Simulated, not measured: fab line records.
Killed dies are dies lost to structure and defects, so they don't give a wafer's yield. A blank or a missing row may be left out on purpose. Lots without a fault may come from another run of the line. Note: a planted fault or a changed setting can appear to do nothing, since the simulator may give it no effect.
Split-lot study + flow rit cmos + 23 wafers read from 5 lots, route of 202 steps

== THE SPLIT ==
At RIT_PSD_IMPLANT_08, the setting energy kev was moved away from the recipe's 27 on 9 of the 23 wafers read, by -4.3% to +3.2%. The other wafers ran this setting at the recipe's value.

== FROM THE SPLIT TO THE READING: what the file shows between them, 3 steps ==
- RIT_PSD_STRIP_09: strips in O2, time 180 s
- RIT_SDANNEAL_CLEAN_02: cleans in SC2, time 600 s
- RIT_SDANNEAL_RTA_03: time 5 s

== THE READING ==
At RIT_SDANNEAL_RS_MEAS_04, a four-point-probe measurement gives PSD_RS in ohm/sq. Fault-free wafers of this fab line usually give 115.9 ohm/sq, standard deviation 0.34 ohm/sq.

| wafer  | tool, chamber at the split | energy kev as run | against the recipe | PSD_RS, ohm/sq | against lot-mates on the recipe |
|--------|----------------------------|-------------------|--------------------|----------------|---------------------------------|
| L077.2 | implanter-02, 0            | 27                | recipe             | 115.8          | -                               |
| L077.4 | implanter-02, 0            | 27                | recipe             | 115.9          | -                               |
| L077.5 | implanter-02, 0            | 27                | recipe             | 115.8          | -                               |
| L078.1 | implanter-02, 0            | 27                | recipe             | 116.3          | -                               |
| L078.3 | implanter-02, 0            | 26.13             | -3.2%              | 118.0          | +2.0                            |
| L078.4 | implanter-02, 0            | 27                | recipe             | 115.9          | -                               |
| L078.5 | implanter-02, 0            | 27                | recipe             | 115.9          | -                               |
| L078.6 | implanter-02, 0            | 26.13             | -3.2%              | 117.8          | +1.8                            |
| L079.1 | implanter-04, 0            | 27.86             | +3.2%              | 114.2          | -1.4                            |
| L079.2 | implanter-04, 0            | 27                | recipe             | 115.8          | -                               |
| L079.3 | implanter-04, 0            | 27.86             | +3.2%              | 114.1          | -1.5                            |
| L079.5 | implanter-04, 0            | 27                | recipe             | 115.7          | -                               |
| L079.6 | implanter-04, 0            | 27                | recipe             | 115.4          | -                               |
| L080.1 | implanter-04, 0            | 27                | recipe             | 116.5          | -                               |
| L080.2 | implanter-04, 0            | 26.26             | -2.7%              | 117.8          | +1.4                            |
| L080.3 | implanter-04, 0            | 27                | recipe             | 116.3          | -                               |
| L080.5 | implanter-04, 0            | 26.26             | -2.7%              | 118.1          | +1.7                            |
| L080.6 | implanter-04, 0            | 27                | recipe             | 116.4          | -                               |
| L084.1 | implanter-02, 0            | 25.85             | -4.3%              | 118.2          | +2.9                            |
| L084.2 | implanter-02, 0            | 25.85             | -4.3%              | 117.8          | +2.5                            |
| L084.3 | implanter-02, 0            | 25.85             | -4.3%              | 118.2          | +2.9                            |
| L084.4 | implanter-02, 0            | 27                | recipe             | 115.4          | -                               |
| L084.5 | implanter-02, 0            | 27                | recipe             | 115.2          | -                               |

THE FIT
A straight line over all 23 wafers: PSD_RS changes by -0.567 ohm/sq for each +1% of energy kev; r = -0.96; the points scatter about the line by 0.37 ohm/sq.
The same after taking each lot's own level away (the mean of its wafers on the recipe; 23 wafers): -0.58 ohm/sq for each +1%; r = -0.99; scatter 0.2 ohm/sq.
On that fit, the largest move of energy kev shifts the reading by 2.5 ohm/sq.
The span of the lots' own levels, 115.30 to 116.40 ohm/sq, comes to 3.2 times the standard deviation stated above.
Hence the lot-to-lot level has little effect on the slope; both slopes agree.
Check: with one of the wafers moved furthest among these (-4.3%) left out of the fit, the line predicts +2.46 ohm/sq for it against its lot-mates. It came out at +2.9 ohm/sq against them.

== THE WHOLE CHAIN: every reading that the file lists as answering this split, in the file's order ==
| step                    | what it does                 | reading                                                         | change (the file's fit)                | r (the file's) |
|-------------------------|------------------------------|-----------------------------------------------------------------|----------------------------------------|----------------|
| RIT_PSD_IMPLANT_08      |                              | implant.rp nm (the simulator's own value, which no gauge read)  | +0.178 nm for each +1% of the setting  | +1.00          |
| RIT_PSD_IMPLANT_08      |                              | implant.drp nm (the simulator's own value, which no gauge read) | +0.0851 nm for each +1% of the setting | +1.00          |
| RIT_SDANNEAL_RS_MEAS_04 | measures by four-point-probe | PSD_RS                                                          | -0.577 for each +1% of the setting     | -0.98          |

== THE FILE'S OWN FIT ==
PSD_RS changes by -0.577 ohm/sq for each +1% of energy kev, r = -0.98.
